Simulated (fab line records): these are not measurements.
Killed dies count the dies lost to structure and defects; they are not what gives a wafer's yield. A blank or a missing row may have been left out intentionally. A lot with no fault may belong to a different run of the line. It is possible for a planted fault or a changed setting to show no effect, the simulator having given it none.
What tool caused it? || flow berkeley-cmos170 || Sampling: 14 lots, 42 wafers, 2 of 331 route steps

WHAT EACH GAUGE READ, for each wafer
UCB170_NWELL_THK_MEAS_05. Usual: NWELL_NITRIDE_THK gives 224.1 nm (standard deviation 1.7).
{"lot": "L293", "measured": "day 2 13:09", "on": "film-metro-01", "NWELL_NITRIDE_THK (nm)": "222.7 222.4 223.2", "flag": ""}
{"lot": "L296", "measured": "day 2 22:22", "on": "film-metro-01", "NWELL_NITRIDE_THK (nm)": "226.5 225.6 226.7", "flag": ""}
{"lot": "L297", "measured": "day 3 05:29", "on": "film-metro-01", "NWELL_NITRIDE_THK (nm)": "224.5 224.3 223.7", "flag": ""}
{"lot": "L299", "measured": "day 3 13:41", "on": "film-metro-03", "NWELL_NITRIDE_THK (nm)": "225.1 222.8 224.6", "flag": ""}
{"lot": "L304", "measured": "day 4 21:53", "on": "film-metro-01", "NWELL_NITRIDE_THK (nm)": "223.4 225.2 222.6", "flag": ""}
{"lot": "L305", "measured": "day 4 21:53", "on": "film-metro-02", "NWELL_NITRIDE_THK (nm)": "225.9 223.9 224.2", "flag": ""}
{"lot": "L306", "measured": "day 5 02:19", "on": "film-metro-02", "NWELL_NITRIDE_THK (nm)": "221.7 222.0 221.7", "flag": ""}
{"lot": "L307", "measured": "day 5 07:38", "on": "film-metro-02", "NWELL_NITRIDE_THK (nm)": "227.0 227.6 226.3", "flag": ""}
{"lot": "L308", "measured": "day 5 07:38", "on": "film-metro-01", "NWELL_NITRIDE_THK (nm)": "221.9 223.5 222.6", "flag": ""}
{"lot": "L309", "measured": "day 5 11:43", "on": "film-metro-02", "NWELL_NITRIDE_THK (nm)": "225.7 223.2 223.2", "flag": ""}
{"lot": "L310", "measured": "day 5 19:32", "on": "film-metro-02", "NWELL_NITRIDE_THK (nm)": "226.5 226.6 227.1", "flag": ""}
{"lot": "L311", "measured": "day 5 23:48", "on": "film-metro-02", "NWELL_NITRIDE_THK (nm)": "224.8 225.9 225.8", "flag": ""}
{"lot": "L313", "measured": "day 6 07:28", "on": "film-metro-02", "NWELL_NITRIDE_THK (nm)": "223.0 222.8 222.4", "flag": ""}
{"lot": "L314", "measured": "day 6 10:24", "on": "film-metro-02", "NWELL_NITRIDE_THK (nm)": "224.4 226.4 225.1", "flag": ""}

UCB170_NWELL_OVL_MEAS_12. Usual: NWELL_OVL gives 1 nm (standard deviation 4.9).
{"lot": "L293", "measured": "day 2 14:12", "on": "overlay-02", "NWELL_OVL (nm)": "5 1 0", "flag": ""}
{"lot": "L296", "measured": "day 2 23:37", "on": "overlay-02", "NWELL_OVL (nm)": "-1 -6 2", "flag": ""}
{"lot": "L297", "measured": "day 3 06:36", "on": "overlay-02", "NWELL_OVL (nm)": "0 1 -3", "flag": ""}
{"lot": "L299", "measured": "day 3 15:20", "on": "overlay-02", "NWELL_OVL (nm)": "-8 -2 -1", "flag": ""}
{"lot": "L304", "measured": "day 4 22:54", "on": "overlay-02", "NWELL_OVL (nm)": "-2 2 -2", "flag": ""}
{"lot": "L305", "measured": "day 4 23:09", "on": "overlay-01", "NWELL_OVL (nm)": "-2 -4 -2", "flag": ""}
{"lot": "L306", "measured": "day 5 03:29", "on": "overlay-01", "NWELL_OVL (nm)": "-3 1 -9", "flag": ""}
{"lot": "L307", "measured": "day 5 09:09", "on": "overlay-01", "NWELL_OVL (nm)": "5 0 6", "flag": ""}
{"lot": "L308", "measured": "day 5 08:41", "on": "overlay-02", "NWELL_OVL (nm)": "0 6 7", "flag": ""}
{"lot": "L309", "measured": "day 5 12:37", "on": "overlay-02", "NWELL_OVL (nm)": "-9 -11 -13", "flag": ""}
{"lot": "L310", "measured": "day 5 20:55", "on": "overlay-02", "NWELL_OVL (nm)": "3 0 1", "flag": ""}
{"lot": "L311", "measured": "day 6 00:49", "on": "overlay-01", "NWELL_OVL (nm)": "8 4 1", "flag": ""}
{"lot": "L313", "measured": "day 6 08:37", "on": "overlay-01", "NWELL_OVL (nm)": "-6 -2 -1", "flag": ""}
{"lot": "L314", "measured": "day 6 11:20", "on": "overlay-02", "NWELL_OVL (nm)": "4 1 0", "flag": ""}

WHAT TOOL EACH LOT RAN ON (gives the tool, then ch and the chambers of the sampled wafers, and finally the start)
The record shows no process step preceding these readings.

WHAT THE TOOLS THEMSELVES READ (means of the sampled wafers that have a number; where no wafer has one, the mark that the record gives instead)
The record holds no such reading with a usual standard deviation.

THE ANSWER, worked out from the rows above alone
Rule: a lot is off if the mean of its wafers that have a number lies more than 3 standard deviations from the usual mean. A lot without any number at a reading at which 4 lots or more have one is off too. Where the step has rows for the other lots, those lots are counted as sound. After the gauges, taken in route order, come the tools' own readings; for these a lot's mean is taken, as printed above. At the first step where some lot is off, the reading lying furthest off is the one used; lots without a number count as furthest.
No lot is off at any reading shown: from this, nothing can be told.

WHAT HAD BEEN PUT IN BY THE SIMULATOR
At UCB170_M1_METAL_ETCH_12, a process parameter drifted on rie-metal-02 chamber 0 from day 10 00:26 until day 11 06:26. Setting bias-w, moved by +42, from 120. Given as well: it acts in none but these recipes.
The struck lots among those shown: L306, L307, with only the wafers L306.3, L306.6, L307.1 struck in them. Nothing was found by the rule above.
